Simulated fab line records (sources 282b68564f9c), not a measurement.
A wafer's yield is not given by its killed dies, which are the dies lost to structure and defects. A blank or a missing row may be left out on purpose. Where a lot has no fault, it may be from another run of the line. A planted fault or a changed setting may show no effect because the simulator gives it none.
Split-lot experiment || flow rit-cmos || 23 wafers read from 5 lots, route of 202 steps

THE SPLIT
At RIT_FOX2_OXIDATION_00 (target thk 350.7 nm, ox time 1130 s), the setting ox-time-s was moved away from the recipe's 1130 s on 10 of the 23 wafers read, by -10.2% to +7.3%. The other wafers ran this setting at the recipe's value.

The split's own step is where the reading is taken.

THE READING
SiO2_of_FOX2_OXIDATION_00.thk-nm (the simulator's own value, which no gauge read), in nm, at RIT_FOX2_OXIDATION_00 (target thk 350.7 nm, ox time 1130 s). There is no usual value for it anywhere in the file. Here, 13 wafers ran the recipe; their average is 348.5 nm with a standard deviation of 5.1 nm.

{"wafer": "L074.2", "tool, chamber at the split": "-, -", "ox-time-s as run, s": 1015, "against the recipe": "-10.2%", "SiO2_of_FOX2_OXIDATION_00.thk-nm, nm": 334, "against lot-mates on the recipe": "no lot-mate on the recipe"}
{"wafer": "L074.4", "tool, chamber at the split": "-, -", "ox-time-s as run, s": 1015, "against the recipe": "-10.2%", "SiO2_of_FOX2_OXIDATION_00.thk-nm, nm": 334, "against lot-mates on the recipe": "no lot-mate on the recipe"}
{"wafer": "L074.3", "tool, chamber at the split": "-, -", "ox-time-s as run, s": 1015, "against the recipe": "-10.2%", "SiO2_of_FOX2_OXIDATION_00.thk-nm, nm": 336.5, "against lot-mates on the recipe": "no lot-mate on the recipe"}
{"wafer": "L074.5", "tool, chamber at the split": "-, -", "ox-time-s as run, s": 1015, "against the recipe": "-10.2%", "SiO2_of_FOX2_OXIDATION_00.thk-nm, nm": 336.2, "against lot-mates on the recipe": "no lot-mate on the recipe"}
{"wafer": "L074.6", "tool, chamber at the split": "-, -", "ox-time-s as run, s": 1015, "against the recipe": "-10.2%", "SiO2_of_FOX2_OXIDATION_00.thk-nm, nm": 330.3, "against lot-mates on the recipe": "no lot-mate on the recipe"}
{"wafer": "L079.1", "tool, chamber at the split": "-, -", "ox-time-s as run, s": 1130, "against the recipe": "recipe", "SiO2_of_FOX2_OXIDATION_00.thk-nm, nm": 354.5, "against lot-mates on the recipe": "-"}
{"wafer": "L079.2", "tool, chamber at the split": "-, -", "ox-time-s as run, s": 1130, "against the recipe": "recipe", "SiO2_of_FOX2_OXIDATION_00.thk-nm, nm": 347.2, "against lot-mates on the recipe": "-"}
{"wafer": "L079.3", "tool, chamber at the split": "-, -", "ox-time-s as run, s": 1130, "against the recipe": "recipe", "SiO2_of_FOX2_OXIDATION_00.thk-nm, nm": 351.2, "against lot-mates on the recipe": "-"}
{"wafer": "L079.5", "tool, chamber at the split": "-, -", "ox-time-s as run, s": 1130, "against the recipe": "recipe", "SiO2_of_FOX2_OXIDATION_00.thk-nm, nm": 358.4, "against lot-mates on the recipe": "-"}
{"wafer": "L079.6", "tool, chamber at the split": "-, -", "ox-time-s as run, s": 1130, "against the recipe": "recipe", "SiO2_of_FOX2_OXIDATION_00.thk-nm, nm": 351.8, "against lot-mates on the recipe": "-"}
{"wafer": "L081.1", "tool, chamber at the split": "-, -", "ox-time-s as run, s": 1213, "against the recipe": "+7.3%", "SiO2_of_FOX2_OXIDATION_00.thk-nm, nm": 371.6, "against lot-mates on the recipe": "no lot-mate on the recipe"}
{"wafer": "L081.2", "tool, chamber at the split": "-, -", "ox-time-s as run, s": 1213, "against the recipe": "+7.3%", "SiO2_of_FOX2_OXIDATION_00.thk-nm, nm": 365.9, "against lot-mates on the recipe": "no lot-mate on the recipe"}
{"wafer": "L081.4", "tool, chamber at the split": "-, -", "ox-time-s as run, s": 1213, "against the recipe": "+7.3%", "SiO2_of_FOX2_OXIDATION_00.thk-nm, nm": 367.5, "against lot-mates on the recipe": "no lot-mate on the recipe"}
{"wafer": "L081.5", "tool, chamber at the split": "-, -", "ox-time-s as run, s": 1213, "against the recipe": "+7.3%", "SiO2_of_FOX2_OXIDATION_00.thk-nm, nm": 371.2, "against lot-mates on the recipe": "no lot-mate on the recipe"}
{"wafer": "L081.6", "tool, chamber at the split": "-, -", "ox-time-s as run, s": 1213, "against the recipe": "+7.3%", "SiO2_of_FOX2_OXIDATION_00.thk-nm, nm": 365.7, "against lot-mates on the recipe": "no lot-mate on the recipe"}
{"wafer": "L082.2", "tool, chamber at the split": "-, -", "ox-time-s as run, s": 1130, "against the recipe": "recipe", "SiO2_of_FOX2_OXIDATION_00.thk-nm, nm": 350, "against lot-mates on the recipe": "-"}
{"wafer": "L082.3", "tool, chamber at the split": "-, -", "ox-time-s as run, s": 1130, "against the recipe": "recipe", "SiO2_of_FOX2_OXIDATION_00.thk-nm, nm": 337.2, "against lot-mates on the recipe": "-"}
{"wafer": "L082.4", "tool, chamber at the split": "-, -", "ox-time-s as run, s": 1130, "against the recipe": "recipe", "SiO2_of_FOX2_OXIDATION_00.thk-nm, nm": 344.5, "against lot-mates on the recipe": "-"}
{"wafer": "L082.5", "tool, chamber at the split": "-, -", "ox-time-s as run, s": 1130, "against the recipe": "recipe", "SiO2_of_FOX2_OXIDATION_00.thk-nm, nm": 344.6, "against lot-mates on the recipe": "-"}
{"wafer": "L082.6", "tool, chamber at the split": "-, -", "ox-time-s as run, s": 1130, "against the recipe": "recipe", "SiO2_of_FOX2_OXIDATION_00.thk-nm, nm": 344, "against lot-mates on the recipe": "-"}
{"wafer": "L085.1", "tool, chamber at the split": "furnace-01, 0", "ox-time-s as run, s": 1130, "against the recipe": "recipe", "SiO2_of_FOX2_OXIDATION_00.thk-nm, nm": 347.8, "against lot-mates on the recipe": "-"}
{"wafer": "L085.4", "tool, chamber at the split": "furnace-01, 0", "ox-time-s as run, s": 1130, "against the recipe": "recipe", "SiO2_of_FOX2_OXIDATION_00.thk-nm, nm": 350.6, "against lot-mates on the recipe": "-"}
{"wafer": "L085.6", "tool, chamber at the split": "furnace-01, 0", "ox-time-s as run, s": 1130, "against the recipe": "recipe", "SiO2_of_FOX2_OXIDATION_00.thk-nm, nm": 349, "against lot-mates on the recipe": "-"}

FIT RESULTS
A straight line over all 23 wafers: SiO2_of_FOX2_OXIDATION_00.thk-nm changes by +1.89 nm for each +1% of ox-time-s; r = +0.91; the points scatter about the line by 5.2 nm.
Too few moved wafers have a lot-mate on the recipe to fit a line with each lot's own level taken away.

THE FILE'S OWN FIT
SiO2_of_FOX2_OXIDATION_00.thk-nm changes by +1.89 nm for each +1% of ox-time-s, r = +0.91.
